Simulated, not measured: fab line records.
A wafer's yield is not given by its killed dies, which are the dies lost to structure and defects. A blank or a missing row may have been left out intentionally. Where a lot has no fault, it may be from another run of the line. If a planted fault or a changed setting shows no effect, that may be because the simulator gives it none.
Comparing a struck lot with a sound one | flow ritCmos | 17 out of 202 route steps
Sound: these wafers, L736.2, L736.3, L736.5. Struck: wafers L741.1, L741.2, L741.6. The cause is given at the end.
Each step with rows lists, per side, the tool, then ch with its chambers, then its first start. Under that, the readings that differ: sound wafers | struck wafers | difference of the means | sigmas: that difference in standard deviations of wafers without a fault.
alike: readings whose means differ by less than 2 such deviations, and words and numbers that are the same on both sides. not compared: withheld readings, readings that some wafer has no value for, bounds like >300 that may hide the same value, and numbers for which the record gives no deviation and whose values overlap.
A row with sigmas, a row that says differs or no value, or rows on one side alone: a step with any of these is where the two part. Numbers that have no deviation but don't overlap get no sigmas and don't part them. A reading that every wafer of one side lacks parts them only if that side has two wafers or more.

first, 2 steps without rows for these wafers: RIT_NRETRO_HARDBAKE_07 (time 120 s); RIT_NRETRO_IMPLANT_08.
RIT_NRETRO_STRIP_09: strips in O2, time 180 s.
  sound on plasmaAsher-02 ch 0,1, day 3 16:31; struck on plasmaAsher-03 ch 0,1, day 4 17:58
reading          | sound       | struck      | difference | sigmas
rfReflPowerW (W) | 5.4 5.9 5.5 | 6.5 6.2 6.6 | +0.8       | +2
  alike: drypumpMotorCurrentA
  not compared: rfHoursCounterH
RIT_NRETRO_TW_MEAS_10:
  struck on filmMetro-04, day 4 18:08; sound on filmMetro-03, day 3 16:42
  alike: NRETRO_TW
then, 6 steps without rows for these wafers: RIT_PRETRO_HMDS_00 (prime time 60 s); RIT_PRETRO_COAT_01 (resist thk 1300 nm); RIT_PRETRO_SOFTBAKE_02 (time 60 s); RIT_PRETRO_EXPOSE_03 (exposes mask M5, target cd 43700 nm); RIT_PRETRO_PEB_04; RIT_PRETRO_DEVELOP_05 (develop time 68 s).
RIT_PRETRO_OVL_MEAS_06:
  struck on overlay-01, day 4 19:13; sound on overlay-01, day 3 17:46
reading         | sound       | struck       | difference | sigmas
PRETRO_OVL (nm) | 1.8 4.0 3.1 | 0.9 -1.8 0.7 | -3.0       | -2
then, 1 step without rows for these wafers: RIT_PRETRO_HARDBAKE_07 (time 120 s).
RIT_PRETRO_IMPLANT_08:
  sound on implanter-03 ch 0, day 3 18:04; struck on implanter-01 ch 0, day 4 19:30
reading          | sound                            | struck                        | difference | sigmas
doseIonsCm2      | 1.2015e+13 1.2001e+13 1.1985e+13 | 8.039e+12 8.043e+12 8.042e+12 | -3.959e+12 | -99 or more
faradayCurrentUA | 38.4 38.1 37.4                   | 25.6 26.2 24.5                | -12.5      | -16
  alike: tiltDeg
RIT_PRETRO_STRIP_09: strips in O2, time 180 s.
  sound on plasmaAsher-04 ch 0,1, day 3 18:11; struck on plasmaAsher-01 ch 0,1, day 4 19:39
  alike: drypumpMotorCurrentA, rfReflPowerW
  not compared: rfHoursCounterH
RIT_PRETRO_TW_MEAS_10:
  struck on filmMetro-01, day 4 19:49; sound on filmMetro-04, day 3 18:23
reading   | sound             | struck            | difference | sigmas
PRETRO_TW | 476.4 477.1 476.4 | 419.8 418.4 419.5 | -57.4      | -19
then, 1 step without rows for these wafers: RIT_GATE_WET_ETCH_00 (etches SiO2 in BOE, target depth 56 nm, time 60 s).
RIT_M1_PROBE_99:
  struck on prober-01, day 5 21:11; sound on prober-01, day 4 19:13
reading                                 | sound                | struck               | difference | sigmas
killedAtContacts                        | 0 1 1                | 0 0 0                | -1         | -2
model.etest.nmos_0p15.driveUaUm         | 471.6 466 459.7      | 482.7 484.6 489.1    | +19.7      | 
model.etest.nmos_0p3.driveUaUm          | 230 226.6 224.5      | 243.9 246.2 249.8    | +19.6      | 
model.etest.nmosNarrow.driveUaUm        | 228 224.4 220.5      | 248.3 250.1 254.8    | +26.8      | 
model.etest.nmos_0p15.offLog10AUm       | -10.39 -10.46 -10.42 | -9.549 -9.56 -9.483  | +0.893     | 
model.etest.retroEdgeNmos.offLog10AUm   | -10.36 -10.43 -10.42 | -9.515 -9.331 -9.427 | +0.979     | 
model.etest.ring.quietLog10A (angstrom) | -7.945 -7.982 -8.068 | -7.473 -7.483 -7.372 | +0.556     | 
  alike: killedAtFrontEnd, killedDies, killedOpen, killedShort
  not compared: model.etest.nmos_0p3.rOnOhmUm, model.etest.nmosTurned.driveUaUm

== WHERE THEY PART ==
At RIT_NRETRO_STRIP_09 first; at RIT_M1_PROBE_99 last (within this record only).

WHY: whatever the simulator had introduced
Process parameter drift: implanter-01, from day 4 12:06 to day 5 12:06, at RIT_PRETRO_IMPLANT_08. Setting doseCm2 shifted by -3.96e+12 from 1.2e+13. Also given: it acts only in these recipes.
